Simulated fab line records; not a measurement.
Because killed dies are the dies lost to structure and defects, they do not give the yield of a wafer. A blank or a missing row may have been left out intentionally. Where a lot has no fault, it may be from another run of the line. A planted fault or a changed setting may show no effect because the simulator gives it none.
Which tool did it? | flow rit cmos | Sampling: 8 lots, 24 wafers, 2 of 202 route steps

== WHAT THE GAUGES SHOWED, per wafer ==
RIT_GATE_OVL_MEAS_17.
lot  | measured    | on         | GATE_OVL (nm)
L897 | day 3 03:56 | overlay-02 | 0.9 2.0 0.6
L900 | day 3 16:19 | overlay-02 | -1.1 -1.8 -0.3
L902 | day 4 00:19 | overlay-02 | -3.0 -2.0 -2.0
L904 | day 4 15:08 | overlay-01 | 0.2 0.5 0.3
L910 | day 5 19:00 | overlay-01 | -150.8 -151.0 -151.6 -150.0 -149.7 -150.2
L913 | day 6 06:11 | overlay-02 | -151.7 -150.0 -150.8 -150.5 -148.8 -149.0
L915 | day 6 17:08 | overlay-01 | -0.1 0.3 -0.8
L918 | day 7 09:03 | overlay-02 | -2.2 -2.5 -1.8

== TOOL THAT RAN EACH LOT (tool first, then ch and the chambers of the sampled wafers, then the start) ==
lot  | RIT_GATE_EXPOSE_13
L897 | iline stepper-01 ch 0, day 3 03:08
L900 | iline stepper-01 ch 0, day 3 15:49
L902 | iline stepper-02 ch 0, day 3 23:42
L904 | iline stepper-02 ch 0, day 4 14:32
L910 | iline stepper-01 ch 0, day 5 18:25
L913 | iline stepper-01 ch 0, day 6 05:40
L915 | iline stepper-02 ch 0, day 6 16:37
L918 | iline stepper-02 ch 0, day 7 08:34
- RIT_GATE_EXPOSE_13: exposes mask M6, target cd 150 nm.

== THE ANSWER, worked out from the rows above alone ==
Rule: what is usual is taken from the lots themselves. Put in order of their means at a reading, lots are off if they are a third of the lots or fewer, leave a main group of 4 or more, and stand apart from it by a gap of 3 or more times the standard deviation of the main group's means; of several such gaps the widest counts. A main group is skipped when, at the precision printed for the reading in the tables above, its means are all equal. A lot without any number at a reading at which 4 lots or more have one is off too. Where the step has rows for the other lots, those lots are counted as sound.
Off: L910, L913, at RIT_GATE_OVL_MEAS_17 (GATE_OVL). Main group: mean -0.7 nm, sd 1.3.
If a tool, at a process step before that reading, ran all the lots that are off and no sound lot after the first of them, it fits. Gauges at RIT_GATE_OVL_MEAS_17: tried the same way as those tools. One fits: iline stepper-01 at RIT_GATE_EXPOSE_13. A fault onset in the window from L900 (day 3 15:49, its last sound lot) to L910 (day 5 18:25, its first lot off) fits.

== WHAT THE SIMULATOR HAD INSERTED ==
Scanner matching overlay: iline stepper-01, from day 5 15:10 on, at RIT_GATE_EXPOSE_13. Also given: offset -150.
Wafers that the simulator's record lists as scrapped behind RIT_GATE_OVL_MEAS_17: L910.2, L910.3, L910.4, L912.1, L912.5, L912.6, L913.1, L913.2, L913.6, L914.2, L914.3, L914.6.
Struck lots among those shown: L910, L913. The rule above reached the same finding.
